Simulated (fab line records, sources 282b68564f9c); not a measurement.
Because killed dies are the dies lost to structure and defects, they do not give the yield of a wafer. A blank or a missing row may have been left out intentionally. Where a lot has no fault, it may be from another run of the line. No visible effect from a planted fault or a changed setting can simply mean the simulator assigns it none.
Code-filled problem report in 8D (eight disciplines) form -- flow ritCmos -- the parts of the form that need people (team, actions taken, sign-off) are left out

## 1. WHAT WENT WRONG
Wafers free of any fault read 275.4 ohm/sq (standard deviation 0.7) for NWELL_RS at RIT_WELLDRIVE_RS_MEAS_01, against a mean of 295.5 ohm/sq on 6 wafers of 2 lots. Measured from the usual mean, that is +29 standard deviations.
The step: measures by four-point-probe.
First seen on wafer L121.1, day 3 15:17, on filmMetro-01. The record has a number at this step for 42 wafers belonging to 14 lots. By rule, "out" or "out of limits" means more than 4 standard deviations away from the usual mean. Any other wafer with a number is counted as sound.

## 2. WHAT THIS IS AND IS NOT
question,is,is not
which readings at this step,NWELL_RS,-
which lots,"L121, L125","L114, L115, L116, L120, L122, L128, L129, L130, L131, L132, L135, L137"
which wafers of those lots,all that have a number,-
read on which gauges,"filmMetro-01, filmMetro-03",filmMetro-04
when,from day 3 15:17,"up to then (12 sound wafers); but 24 sound wafers of L122, L128, L129, L130, L131, L132, L135, L137 came after"

## 3. THE SUSPECTS, EACH WITH WHAT RULES IT OUT
Counting: a tool at any process step up to the reading remains a suspect when it ran all the lots that are out and ran no sound lot after the first of those.
- ruled out: the gauge at RIT_WELLDRIVE_RS_MEAS_01. Those wafers that are out were read across 2 gauges (filmMetro-01, filmMetro-03).
- furnace-02 at RIT_WELLDRIVE_ANNEAL_00 (time 14700 s): kept. All lots that are out passed through it, beginning with L121 at day 3 10:12, and no sound lot followed; its final sound lot before that point was L115 at day 2 03:44. Out on those wafers are its own readings of spikeTcCentreC, spikeTcLoadC, tubeCenterTempC, tube_center_temp_C_max.
Remaining after the count: furnace-02 at RIT_WELLDRIVE_ANNEAL_00.

## 4. THE CAUSE (what the simulator had put in)
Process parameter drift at RIT_WELLDRIVE_ANNEAL_00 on furnace-02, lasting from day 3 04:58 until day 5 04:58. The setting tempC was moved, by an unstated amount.
Counting left only this tool.

## 5. THE EFFECT CHAIN, in route order
Rows list readings where the struck wafers' mean (over those with a number) sits beyond 3 standard deviations from the usual. Readings are gone through only where the record gives a usual standard deviation; hours: the median, over the lots, of the time from a lot's start at the first step in this table giving one to that lot's start at this step; sigmas: the change measured in usual standard deviations.
hours,step,reading,usual,on struck wafers,change,sigmas
0,RIT_WELLDRIVE_ANNEAL_00,spikeTcCentreC,1102.6 C,1084.0,-18.6,-15
0,RIT_WELLDRIVE_ANNEAL_00,spikeTcLoadC,1129 C,1104,-25,-6.1
0,RIT_WELLDRIVE_ANNEAL_00,tubeCenterTempC,1100 C,1082,-18,-99 or more
0,RIT_WELLDRIVE_ANNEAL_00,tube_center_temp_C_max,1102.9,1084.8,-18.1,-37
5,RIT_WELLDRIVE_RS_MEAS_01,NWELL_RS,275.4 ohm/sq,295.5,+20.1,+29
5,RIT_WELLDRIVE_RS_MEAS_02,PWELL_RS,429.4 ohm/sq,449.6,+20.2,+18
Its process steps:
- RIT_WELLDRIVE_ANNEAL_00: time 14700 s.

## 6. HOW IT WOULD HAVE BEEN CAUGHT EARLIER
10 hours passed between the start of the fault at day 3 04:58 and the first reading out of limits at a measuring or inspecting step in this record, taken at day 3 15:17.
At RIT_WELLDRIVE_ANNEAL_00, the tool's own readings (spikeTcCentreC, spikeTcLoadC, tubeCenterTempC, tube_center_temp_C_max) were out on each struck wafer the step has a row for, so an alarm limit on them would have fired on the first such wafer.
Among the 2 lots that are out, L125 began RIT_WELLDRIVE_ANNEAL_00 on furnace-02 after day 3 15:17. A hold on the tool at that time would have spared it.
